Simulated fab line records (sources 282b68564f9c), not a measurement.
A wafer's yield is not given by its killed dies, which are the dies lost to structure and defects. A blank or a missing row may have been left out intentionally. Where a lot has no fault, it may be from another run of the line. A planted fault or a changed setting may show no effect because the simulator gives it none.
Comparing a struck lot with a sound one | flow rit cmos | 41 out of 202 route steps
Sound: these wafers, L238.1, L238.5, L238.6. The struck wafers were L241.1, L241.2, L241.5. At the end, the cause is stated.
Order at every step that has rows: each side's tool, ch and its chambers, its first start. Under that, the readings that differ: sound wafers | struck wafers | difference of the means | sigmas: that difference in standard deviations of wafers without a fault.
alike: readings with means less than 2 such deviations apart, plus words and numbers identical on both sides. not compared: withheld readings, readings lacking a value on some wafer, bounds such as >300 that could conceal the same value, and numbers that have no deviation in the record and whose values overlap.
Wherever a step has rows on one side only, a row that says differs or no value, or a row with sigmas, the two part there. When numbers do not overlap yet have no deviation, they are printed without sigmas and do not part them. Lack of a reading on every wafer of one side parts them only where that side has two or more wafers.

first, 6 steps without rows for these wafers: RIT_NLDD_HMDS_00 (prime time 60 s); RIT_NLDD_COAT_01 (resist thk 1000 nm); RIT_NLDD_SOFTBAKE_02 (time 60 s); RIT_NLDD_EXPOSE_03 (exposes mask M7, target cd 40700 nm); RIT_NLDD_PEB_04; RIT_NLDD_DEVELOP_05 (develop time 50 s).
RIT_NLDD_OVL_MEAS_06:
  sound on overlay-02 at day 4 16:50; struck on overlay-01 at day 5 06:34
  alike: NLDD_OVL
then, 2 steps without rows for these wafers: RIT_NLDD_HARDBAKE_07 (time 60 s); RIT_NLDD_IMPLANT_08.
RIT_NLDD_STRIP_09: strips in O2, time 180 s.
  sound on plasma asher-03 ch 0,1, day 4 17:10; struck on plasma asher-01 ch 0,1, day 5 06:59
  alike: chamber pressure mTorr, drypump motor current A
  not compared: rf hours counter h
RIT_NLDD_TW_MEAS_10:
  sound on film metro-01 at day 4 17:21; struck on film metro-01 at day 5 07:09
  alike: NLDD_TW
then, 1 step without rows for these wafers: RIT_PLDD_HMDS_00 (prime time 60 s).
RIT_PLDD_COAT_01: resist thk 1000 nm.
  sound on litho track-03 ch 0, day 4 17:34; struck on litho track-04, day 5 07:22
  no value came back on the struck wafers for chill plate temp C (C), dispense pressure kPa (kPa); on the sound wafers chill plate temp C (C) reads 22.85 22.92 22.87
then, 4 steps without rows for these wafers: RIT_PLDD_SOFTBAKE_02 (time 60 s); RIT_PLDD_EXPOSE_03 (exposes mask M8, target cd 40900 nm); RIT_PLDD_PEB_04; RIT_PLDD_DEVELOP_05 (develop time 50 s).
RIT_PLDD_OVL_MEAS_06:
  sound on overlay-02 at day 4 18:23; struck on overlay-02 at day 5 08:11
  reading       | sound        | struck | difference                    | sigmas
  PLDD_OVL (nm) | 1.9 0.6 -1.8 | - - -  | no value on the struck wafers |
then, 2 steps without rows for these wafers: RIT_PLDD_HARDBAKE_07 (time 60 s); RIT_PLDD_IMPLANT_08.
RIT_PLDD_STRIP_09: strips in O2, time 180 s.
  sound on plasma asher-03 ch 0,1, day 4 18:53; struck on plasma asher-01 ch 0,1, day 5 08:31
  alike: chamber pressure mTorr, drypump motor current A
  not compared: rf hours counter h
RIT_PLDD_TW_MEAS_10:
  sound on film metro-04 at day 4 19:04; struck on film metro-01 at day 5 08:42
  alike: PLDD_TW
then, 4 steps without rows for these wafers: RIT_SPACER_CLEAN_00 (cleans in SC1, time 600 s); RIT_SPACER_CLEAN_01 (cleans in dHF, time 30 s); RIT_SPACER_CLEAN_02 (cleans in SC2, time 600 s); RIT_SPACER_CVD_03 (deposits Si3N4 from SiH2Cl2/NH3, target thk 250 nm, time 3300 s).
RIT_SPACER_THK_MEAS_04:
  sound on film metro-03 at day 4 21:26; struck on film metro-04 at day 5 11:02
  alike: SPACER_NITRIDE_THK
RIT_SPACER_ETCHBACK_05: etches Si3N4 in SF6/CHF3, stops on SiO2, target depth 250 nm, time 240 s.
  sound on rie diel-02 ch 0,2,3, day 4 21:30; struck on rie diel-01 ch 0,2,3, day 5 11:06
  alike: chamber pressure mTorr, drypump motor current A, oes product au, throttle valve pct
  not compared: rf hours counter h
then, 6 steps without rows for these wafers: RIT_NSD_HMDS_00 (prime time 60 s); RIT_NSD_COAT_01 (resist thk 1000 nm); RIT_NSD_SOFTBAKE_02 (time 60 s); RIT_NSD_EXPOSE_03 (exposes mask M9, target cd 40700 nm); RIT_NSD_PEB_04; RIT_NSD_DEVELOP_05 (develop time 50 s).
RIT_NSD_OVL_MEAS_06:
  sound on overlay-02 at day 4 22:38; struck on overlay-01 at day 5 12:06
  reading      | sound       | struck        | difference | sigmas
  NSD_OVL (nm) | 3.7 1.9 2.1 | -1.1 -1.7 0.0 | -3.5       | -3
then, 2 steps without rows for these wafers: RIT_NSD_HARDBAKE_07 (time 60 s); RIT_NSD_IMPLANT_08.
RIT_NSD_STRIP_09: strips in O2, time 180 s.
  sound on plasma asher-04 ch 0,1, day 4 23:05; struck on plasma asher-04 ch 0,1, day 5 12:26
  alike: chamber pressure mTorr, drypump motor current A
  not compared: rf hours counter h
RIT_NSD_TW_MEAS_10:
  sound on film metro-02 at day 4 23:16; struck on film metro-01 at day 5 12:37
  reading | sound          | struck         | difference | sigmas
  NSD_TW  | 3067 3078 3063 | 3310 3302 3295 | +233       | +8
then, 1 step without rows for these wafers: RIT_PSD_HMDS_00 (prime time 60 s).
RIT_M1_PROBE_99:
  sound on prober-01 at day 5 09:05; struck on prober-02 at day 5 21:51
  reading             | sound | struck      | difference | sigmas
  killed at front end | 5 3 5 | 264 264 264 | +260       | +93
  killed dies         | 5 3 5 | 264 264 264 | +260       | +96
  killed on rim       | 2 0 2 | 70 70 70    | +69        | +53
  killed short        | 2 2 2 | 6 6 5       | +4         | +2
  alike: killed at contacts, killed open

WHERE THEY PART
At RIT_PLDD_COAT_01 first; at RIT_M1_PROBE_99 last (within this record only).

WHY: what had been put in by the simulator
Step skipped in full: litho track-04, at RIT_PLDD_COAT_01, from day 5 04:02 onward. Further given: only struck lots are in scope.
